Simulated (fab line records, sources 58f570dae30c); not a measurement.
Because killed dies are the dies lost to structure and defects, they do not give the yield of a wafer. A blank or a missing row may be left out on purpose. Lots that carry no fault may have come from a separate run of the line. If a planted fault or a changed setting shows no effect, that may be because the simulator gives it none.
Which tool did it? ; flow berkeleyCmos170 ; 7 lots, 21 wafers sampled, at 2 steps of a route of 331

WHAT EACH GAUGE READ, for each wafer
UCB170_PLDD_TW_MEAS_11.
lot;measured;on;PLDD_TW
L198;day 7 03:54;filmMetro-01;1021 1017 1023
L200;day 7 12:58;filmMetro-01;1017 1018 1019
L203;day 8 10:07;filmMetro-02;1004 1007 1010
L202;day 8 11:13;filmMetro-01;1020 1022 1016
L212;day 9 21:08;filmMetro-01;934 939 936
L216;day 10 19:40;filmMetro-02;1012 1008 1007
L218;day 11 13:22;filmMetro-02;1008 1012 1006

WHAT TOOL EACH LOT RAN ON (gives the tool, then ch and the chambers of the sampled wafers, and finally the start)
lot;UCB170_PLDD_IMPLANT_09
L198;implanter-02 ch 0, day 7 03:39
L200;implanter-04 ch 0, day 7 12:43
L203;implanter-04 ch 0, day 8 09:52
L202;implanter-02 ch 0, day 8 10:59
L212;implanter-01 ch 0, day 9 20:53
L216;implanter-04 ch 0, day 10 19:25
L218;implanter-04 ch 0, day 11 13:07
- UCB170_PLDD_IMPLANT_09

THE ANSWER, worked out from the rows above alone
Rule: what is usual is taken from the lots themselves. Put in order of their means at a reading, lots are off if they are a third of the lots or fewer, leave a main group of 4 or more, and stand apart from it by a gap of 3 or more times the standard deviation of the main group's means; of several such gaps the widest counts. The tables above print the reading to a certain number of digits; a main group whose means all agree to those digits is not used. Also off: a lot with no number at a reading for which 4 or more lots have one. The other lots that the step has rows for count as sound.
Off: L212, seen at UCB170_PLDD_TW_MEAS_11 (PLDD_TW). Main group: mean 1014, sd 5.6.
A tool fits if, at a process step before that reading, it ran every lot that is off, and no sound lot after the first of them. Gauges at UCB170_PLDD_TW_MEAS_11: tried the same way as those tools. This does not decide it: 2 tools fit, namely implanter-01 at UCB170_PLDD_IMPLANT_09 and filmMetro-01 at UCB170_PLDD_TW_MEAS_11.

WHAT THE SIMULATOR HAD INSERTED
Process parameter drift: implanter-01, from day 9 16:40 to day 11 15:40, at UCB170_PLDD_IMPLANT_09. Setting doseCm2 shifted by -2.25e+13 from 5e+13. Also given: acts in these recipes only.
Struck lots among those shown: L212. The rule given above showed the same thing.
